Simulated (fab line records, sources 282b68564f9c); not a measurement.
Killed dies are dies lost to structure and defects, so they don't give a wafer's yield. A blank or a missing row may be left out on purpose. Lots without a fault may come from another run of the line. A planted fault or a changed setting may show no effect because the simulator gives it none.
fab line records | flow rit_cmos
record lots=6 wafers=18 last_day=7
route steps=202 shown M1@184
lots that met no fault: from a run of the same line without faults
start_h: hours from the record's first day to the start of the lot's first wafer shown | wait_h: hours since the lot's step before | " the same as in the row above | L1.1+2: a row that stands for several wafers | - no value, or no start given | * or withheld: withheld | < > ~ a bound
route shown NAME@n: a module of which the file shows steps, and the number in the route of the first | usual: mean/standard deviation of fault-free wafers | same: alike in all rows | chamber/n: place in a boat | sites: the reading at each site | _std_site: their standard deviation | _edge_site: outer sites' mean less inner sites' | radius_mm: how far each site lies from the wafer's centre | mask NAME#n: copy n | behind: the tool/chamber that last shaped the wafer | hold: why the lot was held/for how many hours/how that ended | device: the transistor (n, p or np) that didn't switch | end of line: the same wafers' tests at the end of the route | a step without rows: its recipe alone | killed: dies lost to structure and defects at the first sort, not the wafer's yield | map: a wafer's dies, x killed, . not, _ none there
set.NAME: the setting as run; set.NAME@STEP: as run at that earlier step | model.NAME: the simulator's own value behind a step, which no gauge read
lots at some steps of the route; a table a step, a row a wafer
services: from which hour (start_h, from the record's first day; less than 0 if before it) a tool's chamber was out of use, for how many hours, and why
## steps
# step RIT_M1_SPUTTER_00
# recipe material=Al target_thk_nm=400 power_w=2000 chamber_pressure_pa=0.4 gas=Ar time_s=488.3 substrate_temp_c=25
# usual throttle_valve_pct=29.8/1.3
# columns lot.wafer tool chamber start_h wait_h throttle_valve_pct
L214.1 pvd_sputter-02 - 58.98 0.0 28.0
L214.3 " - " " 31.7
L214.4 " - " " 28.3
L222.2 pvd_sputter-02 - 99.06 0.0 28.7
L222.4 " - " " 28.2
L222.5 " - " " 28.3
L231.1 pvd_sputter-04 - 140.84 0.0 30.0
L231.5 " - " " 30.2
L231.6 " - " " 30.0
L233.1 pvd_sputter-04 - 149.72 0.0 29.8
L233.3 " - " " 30.9
L233.5 " - " " 29.7
L234.3 pvd_sputter-02 - 154.41 0.0 28.1
L234.4 " - " " 32.1
L234.6 " - " " 31.8
L236.1 pvd_sputter-03 - 167.67 0.0 31.9
L236.3 " - " " 29.4
L236.5 " - " " 32.1
# step RIT_M1_RS_MEAS_01
# recipe thk_meas_gauge=four-point-probe reads=Al_of_M1_SPUTTER_00
# usual M1_AL_RS=0.0751/0.00098
# columns lot.wafer tool chamber start_h wait_h M1_AL_RS[ohm/sq]
L214.1 film_metro-03 - 59.27 0.2 0.0741
L214.3 " - " " 0.0736
L214.4 " - " " 0.0720
L222.2 film_metro-04 - 99.38 0.2 0.0743
L222.4 " - " " 0.0743
L222.5 " - " " 0.0748
L231.1 film_metro-03 - 141.13 0.2 0.0762
L231.5 " - " " 0.0761
L231.6 " - " " 0.0762
L233.1 film_metro-02 - 150.01 0.2 0.0757
L233.3 " - " " 0.0754
L233.5 " - " " 0.0754
L234.3 film_metro-03 - 154.75 0.2 0.0738
L234.4 " - " " 0.0744
L234.6 " - " " 0.0742
L236.1 film_metro-02 - 167.96 0.2 0.0760
L236.3 " - " " 0.0757
L236.5 " - " " 0.0763
# step RIT_M1_THK_MEAS_02
# recipe thk_meas_gauge=xrf reads=Al_of_M1_SPUTTER_00
# usual M1_AL_THK=384/4.9
# columns lot.wafer tool chamber start_h wait_h M1_AL_THK[nm]
L214.1 film_metro-03 - 59.39 0.1 389
L214.3 " - " " 389
L214.4 " - " " 400
L222.2 film_metro-04 - 99.49 0.1 389
L222.4 " - " " 390
L222.5 " - " " 385
L231.1 film_metro-03 - 141.25 0.1 379
L231.5 " - " " 380
L231.6 " - " " 378
L233.1 film_metro-02 - 150.13 0.1 384
L233.3 " - " " 384
L233.5 " - " " 383
L234.3 film_metro-03 - 154.85 0.1 389
L234.4 " - " " 386
L234.6 " - " " 386
L236.1 film_metro-02 - 168.08 0.1 380
L236.3 " - " " 378
L236.5 " - " " 379
# step RIT_M1_HMDS_03
# recipe prime_time_s=60 prime_temp_c=140
# step RIT_M1_COAT_04
# recipe resist=NOVOLAK spin_rpm=2000 resist_thk_nm=1300
# step RIT_M1_SOFTBAKE_05
# recipe resist=NOVOLAK temp_c=90 time_s=60
# step RIT_M1_EXPOSE_06
# recipe mask_id=M12 na=0.6 source_shape=conventional sigma_outer=0.5 target_cd_nm=2600 dose_mj=250
# step RIT_M1_PEB_07
# recipe resist=NOVOLAK temp_c=withheld time_s=withheld
# step RIT_M1_DEVELOP_08
# recipe resist=NOVOLAK develop_time_s=70.99 dev_temp_c=23
# step RIT_M1_CD_MEAS_09
# recipe target_cd_nm=2600
# usual cd_nm=2600.4/2.1
# columns lot.wafer tool chamber start_h wait_h cd_nm
L214.1 cd_sem-01 - 60.46 - 2600.4
L214.3 " - " " 2601.8
L214.4 " - " " 2602.3
L222.2 cd_sem-01 - 100.44 - 2598.1
L222.4 " - " " 2596.6
L222.5 " - " " 2597.4
L231.1 cd_sem-02 - 142.38 - 2602.1
L231.5 " - " " 2601.3
L231.6 " - " " 2598.1
L233.1 cd_sem-01 - 151.07 - 2602.5
L233.3 " - " " 2601.7
L233.5 " - " " 2602.9
L234.3 cd_sem-02 - 155.93 - 2598.0
L234.4 " - " " 2598.4
L234.6 " - " " 2600.8
L236.1 cd_sem-01 - 169.14 - 2597.2
L236.3 " - " " 2597.6
L236.5 " - " " 2596.8
# step RIT_M1_OVL_MEAS_10
# usual M1_OVL=-0.3/1.3
# columns lot.wafer tool chamber start_h wait_h M1_OVL[nm]
L214.1 overlay-02 - 60.58 0.1 1.1
L214.3 " - " " -3.7
L214.4 " - " " -1.0
L222.2 overlay-02 - 100.54 0.1 -2.3
L222.4 " - " " -2.2
L222.5 " - " " -1.8
L231.1 overlay-01 - 142.50 0.1 1.1
L231.5 " - " " 0.4
L231.6 " - " " 1.0
L233.1 overlay-01 - 151.19 0.1 3.6
L233.3 " - " " 2.2
L233.5 " - " " 1.1
L234.3 overlay-01 - 156.02 0.1 -2.5
L234.4 " - " " -0.8
L234.6 " - " " -2.1
L236.1 overlay-01 - 169.26 0.1 2.3
L236.3 " - " " 1.6
L236.5 " - " " 0.2
# step RIT_M1_HARDBAKE_11
# recipe resist=NOVOLAK temp_c=140 time_s=120
# step RIT_M1_METAL_ETCH_12
# recipe stop_on=SiO2 chemistry=Cl2/BCl3 target=Al time_s=165 over_etch_frac=0.5 pressure_mtorr=100 target_depth_a=6000 rf_w=250 Cl2_flow_sccm=60 bcl3_flow_sccm=50
# usual chamber_pressure_mTorr=100.01/0.092 drypump_motor_current_A=5.7/0.48 oes_product_au=0.783/0.011 throttle_valve_pct=8.25/0.087
# columns lot.wafer tool chamber start_h wait_h chamber_pressure_mTorr drypump_motor_current_A oes_product_au rf_hours_counter_h throttle_valve_pct
L214.1 rie_metal-04 1 60.86 0.2 100.19 5.9 0.790 2.3 8.30
L214.3 " 0 " " 100.08 5.4 0.772 - 8.51
L214.4 " 1 " " 100.03 5.9 0.806 - 8.28
L222.2 rie_metal-01 0 100.92 0.2 99.99 5.5 0.778 4.7 8.26
L222.4 " 1 " " 99.96 4.9 0.790 - 8.19
L222.5 " 1 " " 99.90 4.9 0.790 - 8.17
L231.1 rie_metal-01 1 142.79 0.2 120.11 4.9 0.783 4.9 8.19
L231.5 " 1 " " 120.00 4.9 0.782 - 8.18
L231.6 " 0 " " 120.02 5.5 0.776 - 8.24
L233.1 rie_metal-03 0 151.48 0.2 99.98 5.7 0.784 1.1 8.12
L233.3 " 0 " " 100.05 5.7 0.779 - 8.13
L233.5 " 1 " " 100.14 6.3 0.797 - 8.26
L234.3 rie_metal-01 1 156.35 0.2 120.03 4.9 0.795 - 8.17
L234.4 " 0 " " 120.00 5.5 0.780 - 8.25
L234.6 " 0 " " 120.02 5.5 0.792 - 8.24
L236.1 rie_metal-03 0 169.55 0.2 100.11 5.8 0.777 1.3 8.13
L236.3 " 0 " " 99.91 5.8 0.772 - 8.12
L236.5 " 1 " " 100.12 6.4 0.797 - 8.26
# step RIT_M1_STRIP_13
# recipe chemistry=nmp resist=NOVOLAK temp_c=80 time_s=600 dry=n2_spin
# step RIT_M1_PROBE_99
# usual defect_limited_yield=97.3/1 killed_at_front_end=7.1/2.7 killed_dies=7.2/2.7 killed_open=3.5/1.9 killed_short=3.6/1.9 sort_bin_3_pad_short=0.1/0.21 sort_bin_5_function=1.6/0.73 sort_bin_6_memory=1.0/0.64 sort_n_pass=256.8/2.7 sort_yield_pct=97.3/1
# same gross_dies=264 killed_at_M0_to_M3=0 killed_at_M4_up=0 killed_at_back_side=0 killed_at_contacts=0 killed_at_other=0
# columns lot.wafer tool chamber start_h wait_h defect_limited_yield[%] killed_at_front_end killed_dies killed_open killed_short sort_bin_3_pad_short[%] sort_bin_5_function[%] sort_bin_6_memory[%] sort_n_pass sort_yield_pct[%]
L214.1 prober-02 - 63.34 0.1 96.6 9 9 5 4 0.8 1.9 0.8 255.0 96.6
L214.3 prober-02 - 63.44 0.2 98.9 3 3 0 3 0 1.1 0 261.0 98.9
L214.4 prober-02 - 63.49 0.2 97.7 6 6 2 4 0.4 1.1 0.8 258.0 97.7
L222.2 prober-02 - 103.27 0.1 98.5 4 4 1 3 0.4 0.8 0.4 260.0 98.5
L222.4 prober-02 - 103.37 0.2 98.9 3 3 1 2 0.4 0.4 0.4 261.0 98.9
L222.5 prober-02 - 103.42 0.2 97.0 8 8 6 2 0.4 1.1 1.5 256.0 97.0
L231.1 prober-01 - 145.06 0.1 96.6 9 9 4 3 0.4 1.5 1.5 255.0 96.6
L231.5 prober-01 - 145.26 0.2 98.1 5 5 1 4 0.4 1.1 0.4 259.0 98.1
L231.6 prober-01 - 145.31 0.2 96.2 10 10 3 6 0.4 2.3 1.1 254.0 96.2
L233.1 prober-01 - 153.75 0.1 96.6 9 9 5 4 0 2.3 1.1 255.0 96.6
L233.3 prober-01 - 153.85 0.2 98.5 4 4 2 2 0 1.5 0 260.0 98.5
L233.5 prober-01 - 153.95 0.2 96.6 9 9 2 7 0 2.3 1.1 255.0 96.6
L234.3 prober-02 - 158.65 0.2 97.3 7 7 2 5 0 1.5 1.1 257.0 97.3
L234.4 prober-02 - 158.70 0.2 97.7 6 6 3 2 0 2.3 0 258.0 97.7
L234.6 prober-02 - 158.80 0.2 98.9 3 3 0 3 0 0.4 0.8 261.0 98.9
L236.1 prober-02 - 171.82 0.1 97.7 6 6 3 3 0 2.3 0 258.0 97.7
L236.3 prober-02 - 171.92 0.2 97.3 7 7 6 1 0 1.5 1.1 257.0 97.3
L236.5 prober-02 - 172.02 0.2 99.6 1 1 0 1 0 0.4 0 263.0 99.6
# killed by level:class
L214.1 GATE:geometric_particle:open=2 GATE:geometric_particle:short=2 SPACER:geometric_particle:open=2 FOX2:geometric_particle:short=1 SILICIDE:geometric_particle:short=1 SILICIDE:geometric_particle:open=1
L214.3 GATE:geometric_particle:short=2 SILICIDE:geometric_particle:short=1
L214.4 REOX:geometric_particle:short=2 SILICIDE:geometric_particle:open=2 GATE:geometric_particle:short=1 SILICIDE:geometric_particle:short=1
L222.2 GATE:geometric_particle:short=2 SPACER:geometric_particle:short=1 SPACER:geometric_particle:open=1
L222.4 FOX1:geometric_particle:short=1 GATE:geometric_particle:open=1 SPACER:geometric_particle:short=1
L222.5 SILICIDE:geometric_particle:open=2 FOX1:geometric_particle:open=1 FOX2:geometric_particle:open=1 GATE:geometric_particle:short=1 GATE:geometric_particle:open=1 SPACER:geometric_particle:short=1 SPACER:geometric_particle:open=1
L231.1 GATE:geometric_particle:open=2 NRETRO:coat_microbubble_printed=2 FOX1:geometric_particle:open=1 FOX1:geometric_particle:short=1 REOX:geometric_particle:short=1 SPACER:geometric_particle:short=1 SILICIDE:geometric_particle:open=1
L231.5 REOX:geometric_particle:short=2 SPACER:geometric_particle:short=1 SILICIDE:geometric_particle:open=1 SILICIDE:geometric_particle:short=1
L231.6 GATE:geometric_particle:short=3 GATE:geometric_particle:open=2 SILICIDE:geometric_particle:short=2 REOX:geometric_particle:short=1 SPACER:geometric_particle:open=1 NRETRO:coat_microbubble_printed=1
L233.1 FOX1:geometric_particle:open=3 FOX1:geometric_particle:short=1 FOX2:geometric_particle:short=1 GATE:geometric_particle:open=1 GATE:geometric_particle:short=1 REOX:geometric_particle:short=1 SILICIDE:geometric_particle:open=1
L233.3 FOX1:geometric_particle:open=1 FOX1:geometric_particle:short=1 REOX:geometric_particle:short=1 SILICIDE:geometric_particle:open=1
L233.5 FOX1:geometric_particle:short=3 FOX1:geometric_particle:open=1 FOX2:geometric_particle:short=1 GATE:geometric_particle:short=1 GATE:geometric_particle:open=1 SPACER:geometric_particle:short=1 SILICIDE:geometric_particle:short=1
L234.3 GATE:geometric_particle:open=2 GATE:geometric_particle:short=2 REOX:geometric_particle:short=2 SPACER:geometric_particle:short=1
L234.4 REOX:geometric_particle:open=2 GATE:geometric_particle:short=1 GATE:geometric_particle:open=1 SILICIDE:geometric_particle:short=1 GATE:coat_microbubble_printed=1
L234.6 FOX2:geometric_particle:short=1 GATE:geometric_particle:short=1 REOX:geometric_particle:short=1
L236.1 SPACER:geometric_particle:short=2 FOX2:geometric_particle:open=1 GATE:geometric_particle:open=1 REOX:geometric_particle:short=1 SPACER:geometric_particle:open=1
L236.3 GATE:geometric_particle:open=4 FOX1:geometric_particle:open=1 REOX:geometric_particle:open=1 SPACER:geometric_particle:short=1
L236.5 REOX:geometric_particle:short=1
## services
# columns tool chamber start_h hours kind
pvd_sputter-03 - 75.46 5.1 repair
rie_metal-04 - 80.68 1.9 repair
rie_metal-03 0 93.84 10.0 repair
rie_metal-03 0 108.50 14.3 repair
## key
first_sign step=RIT_M1_METAL_ETCH_12 reading=chamber_pressure_mTorr direction=up sigmas=99+ usual=100.01 struck=120.03
effect none on later readings
met_at RIT_M1_METAL_ETCH_12
struck_wafers L231.1,L231.5,L231.6,L234.3,L234.4,L234.6
onset_between 100.92 142.79
fault kind=process_parameter_drift tool=rie_metal-01 chamber=- onset_h=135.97 steps=RIT_M1_METAL_ETCH_12 channel=pressure_mtorr offset=20 shape=step end_h=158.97 stated=100
